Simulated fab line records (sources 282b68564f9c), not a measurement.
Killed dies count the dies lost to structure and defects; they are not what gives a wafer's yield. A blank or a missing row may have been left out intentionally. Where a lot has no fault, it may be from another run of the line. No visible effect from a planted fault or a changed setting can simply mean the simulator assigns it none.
Which tool was responsible? || flow rit-cmos || 7 lots, 21 wafers sampled, at 2 steps of a route of 202

## WHAT THE GAUGES SHOWED, per wafer
RIT_M1_CD_MEAS_90 targets a cd of 2600 nm.
{"lot": "L145", "measured": "day 3 22:12", "on": "cd-sem-02", "cd-nm (nm)": "2597.8 2599.0 2597.3"}
{"lot": "L152", "measured": "day 5 07:22", "on": "cd-sem-01", "cd-nm (nm)": "2577.2 2601.1 2576.2 2577.2 2601.6 2576.2"}
{"lot": "L156", "measured": "day 6 02:28", "on": "cd-sem-01", "cd-nm (nm)": "2596.6 2599.2 2597.0"}
{"lot": "L159", "measured": "day 6 18:20", "on": "cd-sem-01", "cd-nm (nm)": "2600.0 2593.5 2598.5"}
{"lot": "L162", "measured": "day 7 13:27", "on": "cd-sem-02", "cd-nm (nm)": "2599.0 2598.6 2598.6"}
{"lot": "L166", "measured": "day 8 10:55", "on": "cd-sem-01", "cd-nm (nm)": "2600.0 2602.0 2600.5"}
{"lot": "L167", "measured": "day 8 18:14", "on": "cd-sem-01", "cd-nm (nm)": "2601.6 2596.8 2600.0"}

## TOOL THAT RAN EACH LOT (tool first, then ch and the chambers of the sampled wafers, then the start)
{"lot": "L145", "RIT_M1_METAL_ETCH_12": "rie-metal-04 ch 1, day 3 21:32"}
{"lot": "L152", "RIT_M1_METAL_ETCH_12": "rie-metal-01 ch 0,1, day 5 06:50"}
{"lot": "L156", "RIT_M1_METAL_ETCH_12": "rie-metal-02 ch 0,1, day 6 01:55"}
{"lot": "L159", "RIT_M1_METAL_ETCH_12": "rie-metal-02 ch 0,1, day 6 17:49"}
{"lot": "L162", "RIT_M1_METAL_ETCH_12": "rie-metal-04 ch 1, day 7 12:55"}
{"lot": "L166", "RIT_M1_METAL_ETCH_12": "rie-metal-01 ch 0,1, day 8 10:22"}
{"lot": "L167", "RIT_M1_METAL_ETCH_12": "rie-metal-02 ch 0,1, day 8 17:41"}
- RIT_M1_METAL_ETCH_12: etches Al in Cl2/BCl3, stops on SiO2, time 165 s, target depth 600 nm.

## THE ANSWER, worked out from the rows above alone
Rule: the usual values come from the lots themselves. The widest of any qualifying gaps counts: lots, ordered by their means at a reading, are off when they make up no more than a third of the lots, leave a main group of 4 or more, and stand apart from it by 3 or more times the standard deviation of that group's means. A main group whose means are all the same, to the digits that the tables above print for the reading, isn't used. Also off: a lot with no number at a reading for which 4 or more lots have one. Where the step has rows for the other lots, those lots are counted as sound.
Off, at RIT_M1_CD_MEAS_90 on cd-nm: L152. For the main group the mean is 2598.7 nm and the standard deviation 1.2.
If a tool, at a process step before that reading, ran all the lots that are off and no sound lot after the first of them, it fits. Those tools and the gauges at RIT_M1_CD_MEAS_90 are tried in the same way. Not one of the candidates tried fits.

## WHAT THE SIMULATOR HAD PUT IN
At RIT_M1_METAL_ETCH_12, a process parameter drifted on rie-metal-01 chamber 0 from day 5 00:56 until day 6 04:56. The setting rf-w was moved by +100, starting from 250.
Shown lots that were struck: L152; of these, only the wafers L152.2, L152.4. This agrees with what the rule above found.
